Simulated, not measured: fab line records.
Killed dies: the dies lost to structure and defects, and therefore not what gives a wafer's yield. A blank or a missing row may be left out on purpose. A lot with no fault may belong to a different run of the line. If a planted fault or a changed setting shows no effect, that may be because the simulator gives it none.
Code-filled problem report in 8D (eight disciplines) form + flow berkeley cmos170 + the parts of the form that need people (team, actions taken, sign-off) are left out

1. WHAT IS WRONG
NWELL_NITRIDE_THK at UCB170_NWELL_THK_MEAS_05 reads a mean of 296.4 nm on 9 wafers of 3 lots; wafers without a fault read 224.0 nm with a standard deviation of 2.6. Measured from the usual mean, that is +28 standard deviations.
First seen on wafer L292.2, day 5 06:22, on film metro-01. At this step, 45 wafers from 15 lots have a number in the record. By rule, "out" or "out of limits" means more than 4 standard deviations away from the usual mean. Any other wafer with a number is counted as sound.

2. WHAT IT IS; WHAT IT IS NOT
| question                    | is                                          | is not                                                                    |
|-----------------------------|---------------------------------------------|---------------------------------------------------------------------------|
| which readings at this step | NWELL_NITRIDE_THK                           | -                                                                         |
| which lots                  | L291, L292, L294                            | L278, L279, L280, L281, L282, L283, L287, L288, L289, L290, L293, L298    |
| which wafers of those lots  | all that have a number                      | -                                                                         |
| read on which gauges        | film metro-01, film metro-03, film metro-04 | -                                                                         |
| when                        | from day 5 06:22                            | up to then (30 sound wafers); but 6 sound wafers of L293, L298 came after |

3. THE SUSPECTS, EACH WITH WHAT RULES IT OUT
Counting: a tool at any process step up to the reading remains a suspect when it ran all the lots that are out and ran no sound lot after the first of those.
- ruled out: the gauge at UCB170_NWELL_THK_MEAS_05. The wafers that are out were read on 3 gauges (film metro-01, film metro-03, film metro-04).
- lpcvd-01 at UCB170_NWELL_CVD_04 (deposits Si3N4 from SiH2Cl2/NH3, target thk 224 nm, time 3360 s): kept. It ran every lot that is out, first L291 (day 5 03:28), and no sound lot after that; its last sound lot up to then is L290 (day 4 20:46).
Remaining after the count: lpcvd-01 at UCB170_NWELL_CVD_04.

4. THE CAUSE (what the simulator had put in)
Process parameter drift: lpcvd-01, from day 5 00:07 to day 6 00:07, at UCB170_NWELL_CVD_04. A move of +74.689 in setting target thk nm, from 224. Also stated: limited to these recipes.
Counting left only this tool.

5. SEQUENCE OF EFFECTS, ordered by route
Rows list readings where the struck wafers' mean (over those with a number) sits beyond 3 standard deviations from the usual. Scope: only readings with a usual standard deviation given in the record; hours: median across lots of the time from each lot's start at the first step in this table that gives one to its start at this step; sigmas: change in usual standard deviations.
| hours | step                     | reading           | usual      | on struck wafers | change | sigmas |
|-------|--------------------------|-------------------|------------|------------------|--------|--------|
| 0     | UCB170_NWELL_THK_MEAS_05 | NWELL_NITRIDE_THK | 224.0 nm   | 296.4            | +72.4  | +28    |
| 1     | UCB170_NWELL_ETCH_13     | oes product au    | 0.945 a.u. | 1.010            | +0.065 | +4.0   |
Here are the process steps it includes:
- UCB170_NWELL_ETCH_13: etches Si3N4 in CH3F/Ar/O2, stops on SiO2, target depth 246.4 nm, time 154 s.

6. WHAT WOULD HAVE CAUGHT IT SOONER
The first out-of-limits reading at a measuring or inspecting step in this record came at day 5 06:22, 6 hours after the fault's start at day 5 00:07.
Among the 3 lots that are out, L294 began UCB170_NWELL_CVD_04 on lpcvd-01 after day 5 06:22. A tool hold placed at that time would have kept it from harm.
